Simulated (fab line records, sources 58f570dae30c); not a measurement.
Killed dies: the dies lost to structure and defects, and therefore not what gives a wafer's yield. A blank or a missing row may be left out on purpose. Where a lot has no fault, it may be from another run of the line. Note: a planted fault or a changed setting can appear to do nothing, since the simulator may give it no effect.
8D (eight disciplines) problem report, filled in by code :: flow berkeley-cmos170 :: the parts of the form that need people (team, actions taken, sign-off) are left out

== 1. WHAT IS WRONG ==
Mean GATE_POLY_THK at UCB170_GATE_THK_MEAS_05: 173.2 nm over 9 wafers in 3 lots; fault-free wafers: 214.1 nm, standard deviation 1.8. That puts it -23 standard deviations away from the usual mean.
First seen on wafer L743.3, day 9 20:06, on film-metro-01. The record has a number at this step for 45 wafers belonging to 15 lots. The rule behind "out" and "out of limits": a value lying over 4 standard deviations away from the usual mean. The other wafers with a number count as sound.

== 2. WHAT IT IS, AND WHAT IT ISN'T ==
question: which readings at this step
is: GATE_POLY_THK
is not: -

question: which lots
is: L743, L744, L746
is not: L733, L735, L737, L738, L739, L740, L741, L742, L745, L748, L754, L755

question: which wafers of those lots
is: all that have a number
is not: -

question: read on which gauges
is: film-metro-01, film-metro-03, film-metro-04
is not: -

question: when
is: from day 9 20:06
is not: up to then (24 sound wafers); but 12 sound wafers of L745, L748, L754, L755 came after

== 3. SUSPECTS, AND WHAT RULES EACH OUT ==
Counting: a tool at a process step up to the reading stays a suspect if it ran every lot that is out and no sound lot after the first of them.
- the gauge at UCB170_GATE_THK_MEAS_05 is ruled out. 3 gauges (film-metro-01, film-metro-03, film-metro-04) read the wafers that are out.
- lpcvd-02 at UCB170_GATE_CVD_04 (deposits poly-Si from SiH4, time 1440 s, target thk 214 nm): kept. All lots that are out passed through it, beginning with L743 at day 9 18:41, and no sound lot followed; its final sound lot before that point was L739 at day 8 04:01. Its own sih4-flow-sccm readings are out on those wafers.
After counting, what remains is lpcvd-02 at UCB170_GATE_CVD_04.

== 4. THE CAUSE (what the simulator had put in) ==
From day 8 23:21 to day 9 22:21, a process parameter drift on lpcvd-02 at UCB170_GATE_CVD_04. A move of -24 in setting sih4-flow-sccm, from 120. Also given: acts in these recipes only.
This tool alone remained once counting was done.

== 5. SEQUENCE OF EFFECTS, ordered by route ==
One row per reading whose mean, taken over the struck wafers that have a number, lies over 3 standard deviations from the usual. Only readings for which the record gives a usual standard deviation are gone through. hours: the time from each lot's start at the first step in this table that gives one to its start at this step, as a median over the lots. sigmas: the change in usual standard deviations.
hours: 0
step: UCB170_GATE_CVD_04
reading: sih4-flow-sccm
usual: 120.0 sccm
on struck wafers: 95.9
change: -24.1
sigmas: -69

hours: 1
step: UCB170_GATE_THK_MEAS_05
reading: GATE_POLY_THK
usual: 214.1 nm
on struck wafers: 173.2
change: -40.9
sigmas: -23

hours: 6
step: UCB170_GATE_ETCH_15
reading: oes-product-au
usual: 0.831 a.u.
on struck wafers: 0.723
change: -0.108
sigmas: -6.4
Its process steps:
- UCB170_GATE_CVD_04: deposits poly-Si from SiH4, time 1440 s, target thk 214 nm.
- UCB170_GATE_ETCH_15: etches poly-Si in HBr/Cl2, stops on SiO2, time 56.3 s, target depth 278.2 nm.

== 6. HOW IT WOULD HAVE BEEN CAUGHT EARLIER ==
In this record the first reading out of limits at a measuring or inspecting step was taken at day 9 20:06, 21 hours after the fault began at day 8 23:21.
At UCB170_GATE_CVD_04, the tool's own readings (sih4-flow-sccm) were out on each struck wafer the step has a row for, so an alarm limit on them would have fired on the first such wafer.
Lots out: 3; all had begun UCB170_GATE_CVD_04 on lpcvd-02 by day 9 20:06. Holding the tool at that point would not have protected any of them.
